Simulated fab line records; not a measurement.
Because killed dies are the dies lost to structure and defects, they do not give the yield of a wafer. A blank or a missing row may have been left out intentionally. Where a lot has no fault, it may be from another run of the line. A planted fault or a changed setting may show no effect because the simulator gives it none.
fab line records ; flow rit-cmos
[record] lots = 13; wafers = 39; last-day = 7
route steps=202 shown NLDD@106 M1@202
lots untouched by any fault: they come from a run of this same line in which no faults occurred
start-h: hours from the record's opening day to when the first of the lot's shown wafers began ; wait-h: how many hours have passed since the lot's step before this one ; " identical to the entry in the row above ; L1.1+2: a single row standing in for several wafers ; - no value, or no start was given ; * or withheld: withheld ; < > ~ a bound
route shown NAME@n: NAME is a module with steps in the file, n the number in the route of the first one ; usual: mean/standard deviation taken from wafers without a fault ; same: alike in all rows ; chamber/n: place in a boat ; sites: the reading at each site ; _std_site: their standard deviation ; _edge_site: outer sites' mean less inner sites' ; radius-mm: for every site, how far away it sits from the centre of the wafer ; mask NAME#n: copy n ; behind: the tool/chamber that last shaped the wafer ; hold: reason for holding the lot/hours on hold/outcome of the hold ; device: the n, p or np transistor that did not switch ; end of line: tests run on the same wafers once the route is complete ; a step with no rows: only its recipe ; killed: at the first sort, the dies lost to defects and structure; wafer yield is something else ; map: dies across one wafer; x = killed, . = not, _ = none there
set.NAME: setting as actually run; set.NAME@STEP: the setting as run at that earlier step ; model.NAME: the simulator's own value behind a step, which no gauge read
the route's steps for a sample of lots (tables are steps, rows are wafers)
services: from which hour (start-h, from the record's first day; less than 0 if before it) a tool's chamber was out of use, for how many hours, and why
[[steps]]
[step RIT_NLDD_EXPOSE_03]
[recipe] mask-id = M7; na = 0.57; target-cd-nm = 40700; dose-mj = 250
[usual] focus-offset-nm = 0.0/0.46
lot.wafer;tool;chamber;start-h;wait-h;mask;focus-offset-nm
L351.4;iline-stepper-02;0;46.95;0.2;M7#0;0.3
L351.5;iline-stepper-02;0;46.95;0.2;M7#0;1.0
L351.6;iline-stepper-02;0;46.95;0.2;M7#0;0.4
L352.1;iline-stepper-01;0;50.08;0.2;M7#0;-0.1
L352.3;iline-stepper-01;0;50.08;0.2;M7#0;0.3
L352.6;iline-stepper-01;0;50.08;0.2;M7#0;-0.8
L353.2;iline-stepper-01;0;61.11;0.1;M7#0;-0.2
L353.3;iline-stepper-01;0;61.11;0.1;M7#0;0.0
L353.6;iline-stepper-01;0;61.11;0.1;M7#0;0.1
L354.3;iline-stepper-02;0;61.37;0.4;M7#0;0.2
L354.5;iline-stepper-02;0;61.37;0.4;M7#0;0.0
L354.6;iline-stepper-02;0;61.37;0.4;M7#0;0.6
L355.2;iline-stepper-01;0;65.76;0.2;M7#0;-0.5
L355.5;iline-stepper-01;0;65.76;0.2;M7#0;-0.7
L355.6;iline-stepper-01;0;65.76;0.2;M7#0;0.1
L357.2;iline-stepper-02;0;73.41;0.2;M7#0;0.2
L357.3;iline-stepper-02;0;73.41;0.2;M7#0;0.0
L357.6;iline-stepper-02;0;73.41;0.2;M7#0;0.1
L356.2;iline-stepper-02;0;75.13;0.1;M7#0;0.5
L356.3;iline-stepper-02;0;75.13;0.1;M7#0;0.0
L356.4;iline-stepper-02;0;75.13;0.1;M7#0;0.3
L359.2;iline-stepper-02;0;81.74;0.1;M7_R1#0;0.0
L359.4;iline-stepper-02;0;81.74;0.1;M7_R1#0;0.3
L359.6;iline-stepper-02;0;81.74;0.1;M7_R1#0;0.8
L362.1;iline-stepper-02;0;101.84;0.1;M7#0;-0.2
L362.2;iline-stepper-02;0;101.84;0.1;M7#0;0.9
L362.6;iline-stepper-02;0;101.84;0.1;M7#0;0.6
L366.3;iline-stepper-02;0;116.69;0.1;M7#0;0.0
L366.4;iline-stepper-02;0;116.69;0.1;M7#0;0.0
L366.6;iline-stepper-02;0;116.69;0.1;M7#0;-0.2
L368.1;iline-stepper-02;0;128.26;0.2;M7#0;0.4
L368.3;iline-stepper-02;0;128.26;0.2;M7#0;0.2
L368.4;iline-stepper-02;0;128.26;0.2;M7#0;0.3
L371.1;iline-stepper-02;0;142.44;0.1;M7#0;-0.6
L371.3;iline-stepper-02;0;142.44;0.1;M7#0;-0.1
L371.6;iline-stepper-02;0;142.44;0.1;M7#0;0.0
L372.2;iline-stepper-02;0;147.47;0.1;M7#0;-0.4
L372.4;iline-stepper-02;0;147.47;0.1;M7#0;-0.2
L372.5;iline-stepper-02;0;147.47;0.1;M7#0;-0.3
[step RIT_M1_PROBE_99]
[usual] killed-at-contacts = 0.1/0.25; killed-at-front-end = 8/3.3; killed-dies = 8/3.3; killed-on-rim = 2.2/1.6; killed-open = 3.9/2.1; killed-short = 3.8/2.2
[same] gross-dies = 264; killed_at_M0_to_M3 = 0; killed_at_M4_up = 0; killed-at-back-side = 0; killed-at-other = 0
lot.wafer;tool;chamber;start-h;wait-h;killed-at-contacts;killed-at-front-end;killed-dies;killed-on-rim;killed-open;killed-short
L351.4;prober-01;-;63.67;0.2;0;9;9;6;2;7
L351.5;prober-01;-;63.72;0.2;0;8;8;3;6;2
L351.6;prober-01;-;63.77;0.2;0;9;9;3;7;2
L352.1;prober-02;-;68.39;0.1;0;14;14;4;7;7
L352.3;prober-02;-;68.49;0.2;0;9;9;3;3;6
L352.6;prober-02;-;68.64;0.2;0;3;3;1;0;3
L353.2;prober-02;-;79.51;0.1;0;6;6;3;5;1
L353.3;prober-02;-;79.56;0.2;0;8;8;2;4;4
L353.6;prober-02;-;79.71;0.2;0;9;9;2;4;5
L354.3;prober-01;-;79.56;0.2;0;6;6;1;3;3
L354.5;prober-01;-;79.66;0.2;0;4;4;0;0;4
L354.6;prober-01;-;79.71;0.2;0;6;6;1;3;3
L355.2;prober-02;-;81.73;0.1;0;9;9;1;5;4
L355.5;prober-02;-;81.88;0.2;0;13;13;5;7;6
L355.6;prober-02;-;81.93;0.2;0;17;17;3;7;10
L357.2;prober-01;-;91.97;0.1;0;14;14;5;5;9
L357.3;prober-01;-;92.02;0.2;0;14;14;6;7;7
L357.6;prober-01;-;92.17;0.2;1;10;11;3;7;4
L356.2;prober-02;-;92.59;0.1;0;3;3;1;2;1
L356.3;prober-02;-;92.64;0.2;0;9;9;2;7;2
L356.4;prober-02;-;92.69;0.2;0;5;5;2;2;3
L359.2;prober-02;-;98.75;0.1;0;8;8;4;3;5
L359.4;prober-02;-;98.85;0.2;0;3;3;1;1;2
L359.6;prober-02;-;98.95;0.2;0;11;11;2;7;4
L362.1;prober-01;-;118.67;0.1;0;9;9;4;6;3
L362.2;prober-01;-;118.72;0.1;0;8;8;2;2;6
L362.6;prober-01;-;118.92;0.2;0;12;12;3;4;8
L366.3;prober-01;-;132.74;0.2;1;7;8;0;3;5
L366.4;prober-01;-;132.79;0.2;0;5;5;2;1;4
L366.6;prober-01;-;132.89;0.2;0;9;9;1;4;5
L368.1;prober-01;-;145.96;0.1;0;4;4;1;1;3
L368.3;prober-01;-;146.06;0.2;0;10;10;2;8;2
L368.4;prober-01;-;146.11;0.2;0;15;15;5;9;6
L371.1;prober-02;-;158.80;0.1;0;6;6;0;6;0
L371.3;prober-02;-;158.90;0.2;0;13;13;5;4;9
L371.6;prober-02;-;159.05;0.2;0;3;3;0;3;0
L372.2;prober-01;-;163.74;0.1;0;4;4;1;1;3
L372.4;prober-01;-;163.84;0.2;0;10;10;5;4;6
L372.5;prober-01;-;163.89;0.2;0;8;8;1;5;3
// killed by level:class
L351.4 SILICIDE:geometric-particle:short=3 REOX:geometric-particle:short=2 FOX2:geometric-particle:short=1 GATE:geometric-particle:open=1 GATE:geometric-particle:short=1 SPACER:geometric-particle:open=1
L351.5 GATE:geometric-particle:open=3 SPACER:geometric-particle:short=2 REOX:geometric-particle:open=1 SPACER:geometric-particle:open=1 SILICIDE:geometric-particle:open=1
L351.6 SILICIDE:geometric-particle:open=3 FOX1:geometric-particle:open=2 REOX:geometric-particle:open=1 REOX:geometric-particle:short=1 SPACER:geometric-particle:open=1 SILICIDE:geometric-particle:short=1
L352.1 GATE:geometric-particle:open=4 GATE:geometric-particle:short=3 FOX2:geometric-particle:open=2 FOX1:geometric-particle:short=1 FOX2:geometric-particle:short=1 REOX:geometric-particle:short=1 REOX:geometric-particle:open=1 SILICIDE:geometric-particle:short=1
L352.3 FOX2:geometric-particle:short=2 GATE:geometric-particle:open=2 FOX1:geometric-particle:short=1 GATE:geometric-particle:short=1 SPACER:geometric-particle:short=1 SILICIDE:geometric-particle:short=1 SILICIDE:geometric-particle:open=1
L352.6 GATE:geometric-particle:short=3
L353.2 GATE:geometric-particle:open=2 SILICIDE:geometric-particle:open=2 FOX1:geometric-particle:open=1 GATE:geometric-particle:short=1
L353.3 FOX1:geometric-particle:short=2 GATE:geometric-particle:short=2 FOX1:geometric-particle:open=1 FOX2:geometric-particle:open=1 GATE:geometric-particle:open=1 REOX:geometric-particle:open=1
L354.3 SPACER:geometric-particle:short=2 GATE:geometric-particle:open=1 GATE:geometric-particle:short=1 REOX:geometric-particle:open=1 SILICIDE:geometric-particle:open=1
L354.5 SPACER:geometric-particle:short=2 GATE:geometric-particle:short=1 SILICIDE:geometric-particle:short=1
L353.6 GATE:geometric-particle:short=3 GATE:geometric-particle:open=2 SILICIDE:geometric-particle:open=2 FOX1:geometric-particle:short=1 REOX:geometric-particle:short=1
L354.6 GATE:geometric-particle:open=2 REOX:geometric-particle:short=2 REOX:geometric-particle:open=1 SILICIDE:geometric-particle:short=1
L355.2 GATE:geometric-particle:open=3 GATE:geometric-particle:short=2 FOX2:geometric-particle:short=1 FOX2:geometric-particle:open=1 SPACER:geometric-particle:short=1 SILICIDE:geometric-particle:open=1
L355.5 GATE:geometric-particle:short=4 GATE:geometric-particle:open=3 SPACER:geometric-particle:open=3 FOX1:geometric-particle:open=1 FOX1:geometric-particle:short=1 SILICIDE:geometric-particle:short=1
L355.6 GATE:geometric-particle:short=5 FOX1:geometric-particle:short=3 GATE:geometric-particle:open=3 SPACER:geometric-particle:open=3 SILICIDE:geometric-particle:short=2 SILICIDE:geometric-particle:open=1
L357.2 GATE:geometric-particle:short=5 GATE:geometric-particle:open=3 FOX1:geometric-particle:short=2 REOX:geometric-particle:open=2 REOX:geometric-particle:short=1 SPACER:geometric-particle:short=1
L357.3 GATE:geometric-particle:open=3 REOX:geometric-particle:open=3 FOX1:geometric-particle:short=2 REOX:geometric-particle:short=2 ACTIVE:geometric-particle:short=1 FOX1:geometric-particle:open=1 GATE:geometric-particle:short=1 SILICIDE:geometric-particle:short=1
L357.6 SILICIDE:geometric-particle:open=3 FOX1:geometric-particle:short=2 FOX1:geometric-particle:open=2 GATE:geometric-particle:open=2 REOX:geometric-particle:short=1 CONTACT:geometric-particle:short=1
L356.2 FOX1:geometric-particle:open=1 REOX:geometric-particle:short=1 SPACER:geometric-particle:open=1
L356.3 GATE:geometric-particle:open=5 SILICIDE:geometric-particle:short=2 SILICIDE:geometric-particle:open=2
L356.4 SPACER:geometric-particle:short=2 GATE:geometric-particle:short=1 GATE:geometric-particle:open=1 SILICIDE:geometric-particle:open=1
L359.2 SPACER:geometric-particle:short=2 FOX1:geometric-particle:short=1 FOX1:geometric-particle:open=1 FOX2:geometric-particle:open=1 GATE:geometric-particle:open=1 GATE:geometric-particle:short=1 REOX:geometric-particle:short=1
L359.4 FOX1:geometric-particle:short=1 GATE:geometric-particle:short=1 SPACER:geometric-particle:open=1
L359.6 FOX1:geometric-particle:open=3 GATE:geometric-particle:open=2 REOX:geometric-particle:open=2 FOX1:geometric-particle:short=1 GATE:geometric-particle:short=1 REOX:geometric-particle:short=1 SPACER:geometric-particle:short=1
L362.1 FOX2:geometric-particle:short=2 GATE:geometric-particle:open=2 SPACER:geometric-particle:open=2 SILICIDE:geometric-particle:open=2 GATE:geometric-particle:short=1
L362.2 SILICIDE:geometric-particle:short=3 GATE:geometric-particle:short=2 FOX2:geometric-particle:short=1 GATE:geometric-particle:open=1 SILICIDE:geometric-particle:open=1
L362.6 GATE:geometric-particle:short=5 SPACER:geometric-particle:open=4 REOX:geometric-particle:short=1 SPACER:geometric-particle:short=1 SILICIDE:geometric-particle:short=1
L366.3 REOX:geometric-particle:short=2 FOX1:geometric-particle:short=1 REOX:geometric-particle:open=1 SPACER:geometric-particle:open=1 SPACER:geometric-particle:short=1 SILICIDE:geometric-particle:short=1 CONTACT:geometric-particle:open=1
L366.4 SPACER:geometric-particle:short=2 SILICIDE:geometric-particle:short=2 SILICIDE:geometric-particle:open=1
L366.6 REOX:geometric-particle:open=2 SPACER:geometric-particle:short=2 FOX1:geometric-particle:open=1 FOX1:geometric-particle:short=1 FOX2:geometric-particle:short=1 SPACER:geometric-particle:open=1 SILICIDE:geometric-particle:short=1
L368.1 GATE:geometric-particle:short=2 REOX:geometric-particle:short=1 REOX:geometric-particle:open=1
L368.3 GATE:geometric-particle:open=4 SPACER:geometric-particle:open=3 GATE:geometric-particle:short=1 REOX:geometric-particle:open=1 SPACER:geometric-particle:short=1
L368.4 GATE:geometric-particle:open=7 GATE:geometric-particle:short=3 SPACER:geometric-particle:short=2 SILICIDE:geometric-particle:open=2 REOX:geometric-particle:short=1
L371.1 GATE:geometric-particle:open=4 REOX:geometric-particle:open=1 SPACER:geometric-particle:open=1
L371.3 GATE:geometric-particle:short=5 GATE:geometric-particle:open=2 SILICIDE:geometric-particle:short=2 FOX1:geometric-particle:short=1 FOX2:geometric-particle:open=1 SPACER:geometric-particle:short=1 SILICIDE:geometric-particle:open=1
L371.6 GATE:geometric-particle:open=2 REOX:geometric-particle:open=1
L372.2 GATE:geometric-particle:short=2 GATE:geometric-particle:open=1 SILICIDE:geometric-particle:short=1
L372.4 SILICIDE:geometric-particle:short=4 GATE:geometric-particle:open=2 REOX:geometric-particle:open=2 FOX2:geometric-particle:short=1 GATE:geometric-particle:short=1
L372.5 SILICIDE:geometric-particle:open=2 FOX2:geometric-particle:open=1 FOX2:geometric-particle:short=1 GATE:geometric-particle:open=1 GATE:geometric-particle:short=1 REOX:geometric-particle:open=1 SILICIDE:geometric-particle:short=1
[[services]]
tool;chamber;start-h;hours;kind
iline-stepper-01;-;24.98;1.7;pm
iline-stepper-01;0;82.56;-;calibration
iline-stepper-02;-;124.47;1.7;pm
iline-stepper-01;-;145.82;2.1;pm
[[key]]
[first-sign] step = RIT_NLDD_EXPOSE_03; reading = mask; direction = changed
effect none on later readings
met-at RIT_NLDD_EXPOSE_03
struck-lots L359
tester-left-out L359
onset-between 75.13 81.74
[fault] kind = wrong-mask; tool = any; chamber = -; onset-h = 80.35; steps = RIT_NLDD_EXPOSE_03; aux-copy = M7_R1#0; cd-offset-nm = -220; scope = struck-lots-only
// tester-left-out: of these lots the tester's yield and bins aren't shown, on N5 and GAA mostly nor the transistor test; their killed dies are dies lost to structure and defects alone, not to doping, threshold or leakage, so they don't give the yield
